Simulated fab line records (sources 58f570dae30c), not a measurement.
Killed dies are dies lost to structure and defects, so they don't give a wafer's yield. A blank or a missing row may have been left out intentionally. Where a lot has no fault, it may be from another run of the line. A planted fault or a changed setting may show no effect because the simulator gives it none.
Lot-split experiment || flow berkeley-cmos170 || 23 wafers read across 5 lots, on a route 331 steps long

## THE SPLIT
At UCB170_SDANNEAL_RTA_01 (time 5 s), the setting time-s was moved away from the recipe's 5 s on 10 of the 23 wafers read, by -10.4% to +14.5%. The other wafers ran this setting at the recipe's value.

## FROM THE SPLIT ON TO THE READING: in between, the file shows 1 step
- UCB170_SDANNEAL_RS_MEAS_02: measures by four-point-probe

## THE READING
Measured at UCB170_SDANNEAL_RS_MEAS_03 by four-point probe: NSD_RS, in ohm/sq. Fault-free wafers of this fab line usually give 37.28 ohm/sq, standard deviation 0.094 ohm/sq.

{"wafer": "L075.1", "tool, chamber at the split": "rtp-anneal-02, 0", "time-s as run, s": 5, "against the recipe": "recipe", "NSD_RS, ohm/sq": 37.47, "against lot-mates on the recipe": "-"}
{"wafer": "L075.3", "tool, chamber at the split": "rtp-anneal-02, 0", "time-s as run, s": 5, "against the recipe": "recipe", "NSD_RS, ohm/sq": 37.36, "against lot-mates on the recipe": "-"}
{"wafer": "L075.4", "tool, chamber at the split": "rtp-anneal-02, 0", "time-s as run, s": 5, "against the recipe": "recipe", "NSD_RS, ohm/sq": 37.50, "against lot-mates on the recipe": "-"}
{"wafer": "L077.1", "tool, chamber at the split": "rtp-anneal-01, 0", "time-s as run, s": 5, "against the recipe": "recipe", "NSD_RS, ohm/sq": 37.38, "against lot-mates on the recipe": "-"}
{"wafer": "L077.2", "tool, chamber at the split": "rtp-anneal-01, 0", "time-s as run, s": 5, "against the recipe": "recipe", "NSD_RS, ohm/sq": 37.32, "against lot-mates on the recipe": "-"}
{"wafer": "L077.4", "tool, chamber at the split": "rtp-anneal-01, 0", "time-s as run, s": 5, "against the recipe": "recipe", "NSD_RS, ohm/sq": 37.43, "against lot-mates on the recipe": "-"}
{"wafer": "L077.5", "tool, chamber at the split": "rtp-anneal-01, 0", "time-s as run, s": 4.48, "against the recipe": "-10.4%", "NSD_RS, ohm/sq": 37.61, "against lot-mates on the recipe": "+0.23"}
{"wafer": "L077.6", "tool, chamber at the split": "rtp-anneal-01, 0", "time-s as run, s": 4.48, "against the recipe": "-10.4%", "NSD_RS, ohm/sq": 37.72, "against lot-mates on the recipe": "+0.34"}
{"wafer": "L078.1", "tool, chamber at the split": "rtp-anneal-01, 0", "time-s as run, s": 5.366, "against the recipe": "+7.3%", "NSD_RS, ohm/sq": 37.07, "against lot-mates on the recipe": -0.26}
{"wafer": "L078.2", "tool, chamber at the split": "rtp-anneal-01, 0", "time-s as run, s": 5.366, "against the recipe": "+7.3%", "NSD_RS, ohm/sq": 37.05, "against lot-mates on the recipe": -0.28}
{"wafer": "L078.4", "tool, chamber at the split": "rtp-anneal-01, 0", "time-s as run, s": 5.366, "against the recipe": "+7.3%", "NSD_RS, ohm/sq": 37.06, "against lot-mates on the recipe": -0.27}
{"wafer": "L078.5", "tool, chamber at the split": "rtp-anneal-01, 0", "time-s as run, s": 5, "against the recipe": "recipe", "NSD_RS, ohm/sq": 37.26, "against lot-mates on the recipe": "-"}
{"wafer": "L078.6", "tool, chamber at the split": "rtp-anneal-01, 0", "time-s as run, s": 5, "against the recipe": "recipe", "NSD_RS, ohm/sq": 37.40, "against lot-mates on the recipe": "-"}
{"wafer": "L082.1", "tool, chamber at the split": "rtp-anneal-01, 0", "time-s as run, s": 5.437, "against the recipe": "+8.7%", "NSD_RS, ohm/sq": 37.05, "against lot-mates on the recipe": -0.20}
{"wafer": "L082.2", "tool, chamber at the split": "rtp-anneal-01, 0", "time-s as run, s": 5, "against the recipe": "recipe", "NSD_RS, ohm/sq": 37.36, "against lot-mates on the recipe": "-"}
{"wafer": "L082.4", "tool, chamber at the split": "rtp-anneal-01, 0", "time-s as run, s": 5, "against the recipe": "recipe", "NSD_RS, ohm/sq": 37.14, "against lot-mates on the recipe": "-"}
{"wafer": "L082.5", "tool, chamber at the split": "rtp-anneal-01, 0", "time-s as run, s": 5.437, "against the recipe": "+8.7%", "NSD_RS, ohm/sq": 37.04, "against lot-mates on the recipe": -0.21}
{"wafer": "L082.6", "tool, chamber at the split": "rtp-anneal-01, 0", "time-s as run, s": 5, "against the recipe": "recipe", "NSD_RS, ohm/sq": 37.24, "against lot-mates on the recipe": "-"}
{"wafer": "L083.2", "tool, chamber at the split": "rtp-anneal-02, 0", "time-s as run, s": 5.725, "against the recipe": "+14.5%", "NSD_RS, ohm/sq": 36.77, "against lot-mates on the recipe": -0.32}
{"wafer": "L083.3", "tool, chamber at the split": "rtp-anneal-02, 0", "time-s as run, s": 5, "against the recipe": "recipe", "NSD_RS, ohm/sq": 37.20, "against lot-mates on the recipe": "-"}
{"wafer": "L083.4", "tool, chamber at the split": "rtp-anneal-02, 0", "time-s as run, s": 5, "against the recipe": "recipe", "NSD_RS, ohm/sq": 36.99, "against lot-mates on the recipe": "-"}
{"wafer": "L083.5", "tool, chamber at the split": "rtp-anneal-02, 0", "time-s as run, s": 5.725, "against the recipe": "+14.5%", "NSD_RS, ohm/sq": 36.67, "against lot-mates on the recipe": -0.42}
{"wafer": "L083.6", "tool, chamber at the split": "rtp-anneal-02, 0", "time-s as run, s": 5.725, "against the recipe": "+14.5%", "NSD_RS, ohm/sq": 36.72, "against lot-mates on the recipe": -0.38}

FIT RESULTS
A straight line over all 23 wafers: NSD_RS changes by -0.0372 ohm/sq for each +1% of time-s; r = -0.91; the points scatter about the line by 0.11 ohm/sq.
The same after taking each lot's own level away (the mean of its wafers on the recipe; 23 wafers): -0.0272 ohm/sq for each +1%; r = -0.94; scatter 0.07 ohm/sq.
On that fit, the largest move of time-s shifts the reading by 0.39 ohm/sq.
The lots' own levels span 37.095 to 37.443 ohm/sq, that is 3.7 times the standard deviation above.
Thus the slope moves with the lot-to-lot level: the two fits are different.
Check: -0.414 ohm/sq against its lot-mates is what the line predicts for one of the wafers moved furthest among these (+14.5%) when that wafer is left out of the fit. It came out at -0.325 ohm/sq against them.

## THESE WAFERS: OTHER SPLITS
These wafers also went through other splits before the reading. Each is held against what the fit with the lots' levels taken away leaves over:
{"other split on the same wafers": "UCB170_NVT_IMPLANT_07 energy-kev", "wafers away from the commonest value": 8, "r with NSD_RS (lot level and that fit taken away)": -0.01}
{"other split on the same wafers": "UCB170_PLDD_COAT_01 resist-thk-nm", "wafers away from the commonest value": 7, "r with NSD_RS (lot level and that fit taken away)": -0.16}
{"other split on the same wafers": "UCB170_PLDD_EXPOSE_03 dose-mj", "wafers away from the commonest value": 11, "r with NSD_RS (lot level and that fit taken away)": "+0.14"}
{"other split on the same wafers": "UCB170_NLDD_PEB_04 peb-temp-c", "wafers away from the commonest value": 8, "r with NSD_RS (lot level and that fit taken away)": "+0.11"}
{"other split on the same wafers": "UCB170_PSD_IMPLANT_08 dose-cm2", "wafers away from the commonest value": 5, "r with NSD_RS (lot level and that fit taken away)": -0.14}
{"other split on the same wafers": "UCB170_NSD_COAT_01 resist-thk-nm", "wafers away from the commonest value": 11, "r with NSD_RS (lot level and that fit taken away)": "+0.32"}

## THE WHOLE CHAIN: every reading that the file lists as answering this split, in the file's order
{"step": "UCB170_SDANNEAL_RS_MEAS_03", "what it does": "measures by four-point-probe", "reading": "NSD_RS", "change (the file's fit)": "-0.0271 for each +1% of the setting", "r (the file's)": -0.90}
{"step": "UCB170_SDANNEAL_RS_MEAS_02", "what it does": "measures by four-point-probe", "reading": "PSD_RS", "change (the file's fit)": "-0.163 for each +1% of the setting, in a fit together with dose-cm2@PSD_IMPLANT_08", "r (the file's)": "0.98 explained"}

## THE FILE'S OWN FIT
NSD_RS changes by -0.0271 ohm/sq for each +1% of time-s, r = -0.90.
